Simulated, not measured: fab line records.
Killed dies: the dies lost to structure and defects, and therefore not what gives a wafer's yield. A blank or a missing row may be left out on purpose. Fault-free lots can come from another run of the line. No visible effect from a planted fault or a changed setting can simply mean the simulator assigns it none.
The tool behind it: which one? + flow ritCmos + 13 lots with 39 wafers sampled at 4 steps, on a route of 202 steps

## WHAT THE GAUGES READ, wafer by wafer
RIT_ACTIVE_CD_MEAS_11: target cd 1400 nm. Usual: cdNm reads 1400.3 nm (standard deviation 2.4).
| lot  | measured    | on       | cdNm (nm)            | flag |
|------|-------------|----------|----------------------|------|
| L397 | day 1 14:52 | cdSem-01 | 1404.1 1401.4 1404.0 |      |
| L399 | day 2 00:26 | cdSem-02 | 1398.1 1396.1 1399.1 |      |
| L400 | day 2 06:18 | cdSem-02 | 1401.1 1400.9 1401.1 |      |
| L402 | day 2 15:29 | cdSem-01 | 1401.8 1400.2 1399.3 |      |
| L404 | day 3 01:35 | cdSem-01 | 1277.2 1276.9 1280.1 | OFF  |
| L411 | day 4 12:35 | cdSem-02 | 1399.4 1401.1 1400.5 |      |
| L412 | day 4 18:11 | cdSem-01 | 1395.9 1395.8 1398.8 |      |
| L413 | day 4 22:34 | cdSem-01 | 1404.3 1399.9 1401.7 |      |
| L414 | day 5 03:37 | cdSem-02 | 1399.9 1399.5 1396.7 |      |
| L415 | day 5 08:35 | cdSem-01 | 1398.0 1397.1 1397.2 |      |
| L417 | day 5 18:34 | cdSem-02 | 1399.9 1401.3 1399.4 |      |
| L418 | day 6 00:24 | cdSem-02 | 1398.1 1397.8 1398.4 |      |
| L419 | day 6 04:47 | cdSem-01 | 1401.0 1400.9 1401.4 |      |

RIT_FOX2_THK_MEAS_90. Usual: for FIELD_OXIDE_LEFT_1_THK the level is 325 nm and the standard deviation is 6.8.
| lot  | measured    | on           | FIELD_OXIDE_LEFT_1_THK (nm) | flag |
|------|-------------|--------------|-----------------------------|------|
| L397 | day 1 19:36 | filmMetro-01 | 316 310 309                 |      |
| L399 | day 2 05:13 | filmMetro-03 | 333 328 337                 |      |
| L400 | day 2 11:23 | filmMetro-03 | 323 324 328                 |      |
| L402 | day 2 20:17 | filmMetro-04 | 337 331 332                 |      |
| L404 | day 3 07:37 | filmMetro-04 | 326 333 335                 |      |
| L411 | day 4 17:21 | filmMetro-03 | 321 323 320                 |      |
| L412 | day 4 22:55 | filmMetro-01 | 329 322 321                 |      |
| L413 | day 5 03:55 | filmMetro-04 | 327 321 326                 |      |
| L414 | day 5 08:25 | filmMetro-01 | 321 324 320                 |      |
| L415 | day 5 13:50 | filmMetro-04 | 329 328 328                 |      |
| L417 | day 6 04:38 | filmMetro-04 | 323 318 323                 |      |
| L418 | day 6 06:10 | filmMetro-01 | 322 320 323                 |      |
| L419 | day 6 10:49 | filmMetro-04 | 318 316 323                 |      |

## EACH LOT AND THE TOOL THAT RAN IT (in order: tool; ch and the chambers of the sampled wafers; start)
| lot  | RIT_ACTIVE_EXPOSE_08              | RIT_ACTIVE_ETCH_13               |
|------|-----------------------------------|----------------------------------|
| L397 | ilineStepper-01 ch 0, day 1 14:28 | rieDiel-03 ch 1,2,3, day 1 15:07 |
| L399 | ilineStepper-02 ch 0, day 2 00:02 | rieDiel-01 ch 0,1,2, day 2 00:43 |
| L400 | ilineStepper-01 ch 0, day 2 05:54 | rieDiel-02 ch 1,2,3, day 2 06:34 |
| L402 | ilineStepper-02 ch 0, day 2 15:05 | rieDiel-01 ch 2,3, day 2 15:43   |
| L404 | ilineStepper-01 ch 0, day 3 01:11 | rieDiel-01 ch 2,3, day 3 01:50   |
| L411 | ilineStepper-02 ch 0, day 4 12:11 | rieDiel-01 ch 0,2, day 4 12:49   |
| L412 | ilineStepper-02 ch 0, day 4 17:47 | rieDiel-01 ch 0,2,3, day 4 18:25 |
| L413 | ilineStepper-01 ch 0, day 4 22:10 | rieDiel-02 ch 1,2, day 4 22:50   |
| L414 | ilineStepper-02 ch 0, day 5 03:11 | rieDiel-02 ch 0,1,3, day 5 03:52 |
| L415 | ilineStepper-01 ch 0, day 5 08:11 | rieDiel-01 ch 0,3, day 5 08:50   |
| L417 | ilineStepper-01 ch 0, day 5 18:10 | rieDiel-03 ch 0,1,2, day 5 18:50 |
| L418 | ilineStepper-01 ch 0, day 5 23:55 | rieDiel-01 ch 0,2,3, day 6 00:40 |
| L419 | ilineStepper-01 ch 0, day 6 04:23 | rieDiel-02 ch 0,2,3, day 6 05:02 |
- RIT_ACTIVE_EXPOSE_08: exposes mask M1, target cd 1400 nm.
- RIT_ACTIVE_ETCH_13: etches Si3N4 in SF6, stops on SiO2, time 210 s, target depth 210 nm.

## AS READ BY THE TOOLS THEMSELVES (means over the sampled wafers that have a number; for cases with no such wafer, the mark the record gives instead)
RIT_ACTIVE_EXPOSE_08. Usual: focusOffsetNm reads -0.1 nm (standard deviation 0.46).
| lot  | tool            | focusOffsetNm (nm) | flag |
|------|-----------------|--------------------|------|
| L397 | ilineStepper-01 | -0.6               |      |
| L399 | ilineStepper-02 | -0.0               |      |
| L400 | ilineStepper-01 | -0.2               |      |
| L402 | ilineStepper-02 | -0.0               |      |
| L404 | ilineStepper-01 | 0.3                |      |
| L411 | ilineStepper-02 | -0.3               |      |
| L412 | ilineStepper-02 | 0.6                |      |
| L413 | ilineStepper-01 | 0.5                |      |
| L414 | ilineStepper-02 | 0.1                |      |
| L415 | ilineStepper-01 | -0.3               |      |
| L417 | ilineStepper-01 | -0.2               |      |
| L418 | ilineStepper-01 | 0.4                |      |
| L419 | ilineStepper-01 | 0.1                |      |

RIT_ACTIVE_ETCH_13. Usual: SF6_flow_sccm 200.0 sccm, standard deviation 0.67; chamberPressureMTorr 259.97 mTorr, standard deviation 0.27; drypumpMotorCurrentA 5.9 A, standard deviation 0.4; oesProductAu 0.823 a.u., standard deviation 0.015; rfFwdPowerW 124.6 W, standard deviation 0.41; throttleValvePct 7.51 %, standard deviation 0.13.
| lot  | tool       | SF6_flow_sccm (sccm) | chamberPressureMTorr (mTorr) | drypumpMotorCurrentA (A) | oesProductAu (a.u.) | rfFwdPowerW (W) | throttleValvePct (%) | flag |
|------|------------|----------------------|------------------------------|--------------------------|---------------------|-----------------|----------------------|------|
| L397 | rieDiel-03 | 200.3                | 260.12                       | 6.3                      | 0.819               | 124.6           | 7.42                 |      |
| L399 | rieDiel-01 | 199.6                | 260.04                       | 5.9                      | 0.819               | 124.5           | 7.60                 |      |
| L400 | rieDiel-02 | 199.5                | 259.74                       | 6.0                      | 0.841               | 124.8           | 7.50                 |      |
| L402 | rieDiel-01 | 199.2                | 259.84                       | 6.2                      | 0.818               | 124.8           | 7.59                 |      |
| L404 | rieDiel-01 | 200.4                | 259.94                       | 6.2                      | 0.824               | 124.1           | 7.60                 |      |
| L411 | rieDiel-01 | 199.5                | 260.08                       | 5.9                      | 0.808               | 124.6           | 7.65                 |      |
| L412 | rieDiel-01 | 200.3                | 259.85                       | 6.0                      | 0.815               | 125.0           | 7.60                 |      |
| L413 | rieDiel-02 | 199.5                | 259.90                       | 5.9                      | 0.830               | 125.2           | 7.59                 |      |
| L414 | rieDiel-02 | 200.3                | 260.09                       | 5.7                      | 0.828               | 124.9           | 7.36                 |      |
| L415 | rieDiel-01 | 200.0                | 259.94                       | 6.1                      | 0.812               | 124.8           | 7.59                 |      |
| L417 | rieDiel-03 | 200.2                | 259.93                       | 5.8                      | 0.815               | 124.3           | 7.48                 |      |
| L418 | rieDiel-01 | 200.2                | 260.05                       | 6.1                      | 0.811               | 124.5           | 7.60                 |      |
| L419 | rieDiel-02 | 200.1                | 260.11                       | 5.9                      | 0.839               | 124.8           | 7.40                 |      |

## THE ANSWER, worked out from the rows above alone
Rule: a lot is off if the mean of its wafers that have a number lies more than 3 standard deviations from the usual mean. A lot without any number at a reading at which 4 lots or more have one is off too. Any other lot the step has rows for is counted as sound. After the gauges, taken in route order, come the tools' own readings; for these a lot's mean is taken, as printed above. At the first step where some lot is off, the reading lying furthest off is the one used; lots without a number count as furthest.
Off: L404, at RIT_ACTIVE_CD_MEAS_11 (cdNm).
If a tool, at a process step before that reading, ran all the lots that are off and no sound lot after the first of them, it fits. The gauges at RIT_ACTIVE_CD_MEAS_11 are tried like those tools. No candidate that was tried fits.

## WHAT HAD BEEN PUT IN BY THE SIMULATOR
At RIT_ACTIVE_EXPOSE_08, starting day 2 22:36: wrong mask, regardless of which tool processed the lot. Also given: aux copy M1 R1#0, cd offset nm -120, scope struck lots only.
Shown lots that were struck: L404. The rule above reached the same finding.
